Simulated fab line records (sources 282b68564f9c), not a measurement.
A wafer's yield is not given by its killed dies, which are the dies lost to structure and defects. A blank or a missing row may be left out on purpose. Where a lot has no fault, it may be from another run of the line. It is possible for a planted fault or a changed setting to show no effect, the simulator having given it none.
Split-lot trial    flow rit_cmos    route with 202 steps; 5 lots, 23 wafers read

THE SPLIT
At RIT_PLDD_IMPLANT_08, the setting energy_kev was moved away from the recipe's 20 on 8 of the 23 wafers read, by -3.2% to +3.8%. All remaining wafers had this setting at the recipe value.

The reading comes from the split's own step.

THE READING
In nm, at RIT_PLDD_IMPLANT_08: implant.drp_nm, which is the simulator's own figure and was read by no gauge. There is no usual value for it anywhere in the file.

wafer   tool, chamber at the split  energy_kev as run  against the recipe  implant.drp_nm, nm  against lot-mates on the recipe
L074.2  implanter-04, 0             20                 recipe              9.752               -
L074.4  implanter-04, 0             20                 recipe              9.752               -
L074.6  implanter-04, 0             20                 recipe              9.752               -
L077.1  implanter-04, 0             20                 recipe              9.752               -
L077.3  implanter-04, 0             20                 recipe              9.752               -
L077.4  implanter-04, 0             20                 recipe              9.752               -
L077.5  implanter-04, 0             19.42              -2.9%               9.552               -0.200
L077.6  implanter-04, 0             19.42              -2.9%               9.552               -0.200
L078.1  implanter-04, 0             19.47              -2.7%               9.569               -0.183
L078.2  implanter-04, 0             19.47              -2.7%               9.569               -0.183
L078.3  implanter-04, 0             20                 recipe              9.752               -
L078.4  implanter-04, 0             20                 recipe              9.752               -
L078.5  implanter-04, 0             20                 recipe              9.752               -
L080.2  implanter-01, 0             20.76              +3.8%               10.01               +0.258
L080.3  implanter-01, 0             20.76              +3.8%               10.01               +0.258
L080.4  implanter-01, 0             20                 recipe              9.752               -
L080.5  implanter-01, 0             20                 recipe              9.752               -
L080.6  implanter-01, 0             20                 recipe              9.752               -
L081.1  implanter-04, 0             19.36              -3.2%               9.531               -0.221
L081.2  implanter-04, 0             19.36              -3.2%               9.531               -0.221
L081.3  implanter-04, 0             20                 recipe              9.752               -
L081.4  implanter-04, 0             20                 recipe              9.752               -
L081.5  implanter-04, 0             20                 recipe              9.752               -

FIT RESULTS
A straight line over all 23 wafers: implant.drp_nm changes by +0.0685 nm for each +1% of energy_kev; r = +1.00; the points scatter about the line by 0.00089 nm.
The same after taking each lot's own level away (the mean of its wafers on the recipe; 23 wafers): +0.0685 nm for each +1%; r = +1.00; scatter 0.00089 nm.
On that fit, the largest move of energy_kev shifts the reading by 0.26 nm.
The lots' own levels span 9.7520 to 9.7520 nm.
The two slopes are in agreement: the lot-to-lot level therefore moves the slope only a little.
Check: +0.261 nm against its lot-mates is what the line predicts for one of the wafers moved furthest among these (+3.8%) when that wafer is left out of the fit. Against them it came out at +0.258 nm.

THE OTHER SPLITS THESE WAFERS WENT THROUGH
These wafers also went through other splits before the reading. Each is held against what the fit with the lots' levels taken away leaves over:
other split on the same wafers    wafers away from the commonest value  r with implant.drp_nm (lot level and that fit taken away)
RIT_ACTIVE_OXIDATION_01 temp_c    15                                    +0.23
RIT_NWELL_IMPLANT_08 dose_cm2     12                                    +0.09
RIT_PWELL_HARDBAKE_07 temp_c      5                                     -0.31
RIT_PRETRO_COAT_01 resist_thk_nm  10                                    -0.08
RIT_PRETRO_SOFTBAKE_02 time_s     7                                     +0.08
RIT_GATE_CVD_08 pressure_mtorr    10                                    -0.08
RIT_GATE_COAT_11 spin_rpm         5                                     +0.12

THE WHOLE CHAIN: every reading that the file lists as answering this split, in the file's order
step                 what it does  reading                                                          change (the file's fit)                 r (the file's)
RIT_PLDD_IMPLANT_08                implant.rp_nm (the simulator's own value, which no gauge read)   +0.135 nm for each +1% of the setting   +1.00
RIT_PLDD_IMPLANT_08                implant.drp_nm (the simulator's own value, which no gauge read)  +0.0686 nm for each +1% of the setting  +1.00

FILE'S OWN FIT
implant.drp_nm changes by +0.0686 nm for each +1% of energy_kev, r = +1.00.
